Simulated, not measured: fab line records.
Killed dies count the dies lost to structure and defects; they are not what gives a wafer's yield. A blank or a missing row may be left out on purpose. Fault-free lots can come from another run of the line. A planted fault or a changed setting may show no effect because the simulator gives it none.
Which tool is to blame? -- flow berkeley-cmos170 -- Sampling: 16 lots, 48 wafers, 2 of 331 route steps

WHAT THE GAUGES READ, wafer by wafer
UCB170_V1_OVL_MEAS_13.
lot,measured,on,V1_OVL (nm)
L477,day 8 10:38,overlay-02,2 0 0
L480,day 9 04:03,overlay-01,2 3 6
L479,day 9 05:07,overlay-01,4 6 8
L484,day 10 01:10,overlay-01,-2 0 -2
L482,day 10 01:31,overlay-02,-4 -6 -8
L483,day 10 03:09,overlay-02,-5 -4 -14
L488,day 10 22:50,overlay-02,-2 4 1
L487,day 11 00:30,overlay-02,0 7 -1
L486,day 11 01:56,overlay-02,7 -1 2
L489,day 11 12:10,overlay-02,11 8 0
L490,day 12 02:11,overlay-02,173 168 174
L491,day 12 03:26,overlay-02,169 172 168
L493,day 12 08:35,overlay-02,171 171 183
L492,day 12 10:59,overlay-02,162 164 174
L495,day 13 01:49,overlay-01,-2 -1 5
L498,day 13 16:36,overlay-01,-10 -8 -10

WHICH TOOL RAN EACH LOT (tool, then ch and the chambers of the sampled wafers, then the start)
lot,UCB170_V1_EXPOSE_09
L477,"krf-scanner-01 ch 0, day 8 10:08"
L480,"krf-scanner-01 ch 0, day 9 03:34"
L479,"krf-scanner-02 ch 0, day 9 04:38"
L484,"krf-scanner-01 ch 0, day 10 00:41"
L482,"krf-scanner-02 ch 0, day 10 01:00"
L483,"krf-scanner-02 ch 0, day 10 02:36"
L488,"krf-scanner-02 ch 0, day 10 22:22"
L487,"krf-scanner-02 ch 0, day 10 23:55"
L486,"krf-scanner-01 ch 0, day 11 01:25"
L489,"krf-scanner-01 ch 0, day 11 11:40"
L490,"krf-scanner-01 ch 0, day 12 01:06"
L491,"krf-scanner-01 ch 0, day 12 02:43"
L493,"krf-scanner-01 ch 0, day 12 08:05"
L492,"krf-scanner-01 ch 0, day 12 09:31"
L495,"krf-scanner-02 ch 0, day 13 01:19"
L498,"krf-scanner-02 ch 0, day 13 15:54"
- UCB170_V1_EXPOSE_09: exposes mask VIA1, target cd 700 nm.

AS READ BY THE TOOLS THEMSELVES (means over the sampled wafers that have a number; for cases with no such wafer, the mark the record gives instead)
UCB170_V1_EXPOSE_09.
lot,tool,focus-offset-nm (nm),stage-vel-mm-s (mm/s)
L477,krf-scanner-01,-0.0,500.01
L480,krf-scanner-01,-0.2,499.80
L479,krf-scanner-02,0.5,500.14
L484,krf-scanner-01,-0.7,499.89
L482,krf-scanner-02,-0.1,500.12
L483,krf-scanner-02,-0.3,499.94
L488,krf-scanner-02,-0.6,499.80
L487,krf-scanner-02,-0.6,500.01
L486,krf-scanner-01,-0.1,499.83
L489,krf-scanner-01,-0.4,499.97
L490,krf-scanner-01,-0.3,500.08
L491,krf-scanner-01,0.4,500.03
L493,krf-scanner-01,0.3,500.03
L492,krf-scanner-01,-0.6,499.86
L495,krf-scanner-02,-0.1,500.13
L498,krf-scanner-02,-0.3,500.12

THE ANSWER, worked out from the rows above alone
Rule: what is usual is taken from the lots themselves. The widest of any qualifying gaps counts: lots, ordered by their means at a reading, are off when they make up no more than a third of the lots, leave a main group of 4 or more, and stand apart from it by 3 or more times the standard deviation of that group's means. If all means in a main group match to the digits the tables above print for the reading, that group is not used. A lot without any number at a reading at which 4 lots or more have one is off too. All remaining lots with rows at the step are treated as sound. The gauges are gone through in route order, then the tools' own readings, and for those a lot's mean is taken as printed above. The first step at which some lot is off is used, and at that step the reading that is off furthest; a lot without a number counts as furthest.
Off: at UCB170_V1_OVL_MEAS_13 (V1_OVL), L490, L491, L493, L492. The main group has a mean of -0 nm with a standard deviation of 4.9.
If a tool, at a process step before that reading, ran all the lots that are off and no sound lot after the first of them, it fits. Those tools and the gauges at UCB170_V1_OVL_MEAS_13 are tried in the same way. Can't be told from this: 2 tools fit, krf-scanner-01 at UCB170_V1_EXPOSE_09, overlay-02 at UCB170_V1_OVL_MEAS_13.

WHAT THE SIMULATOR HAD INSERTED
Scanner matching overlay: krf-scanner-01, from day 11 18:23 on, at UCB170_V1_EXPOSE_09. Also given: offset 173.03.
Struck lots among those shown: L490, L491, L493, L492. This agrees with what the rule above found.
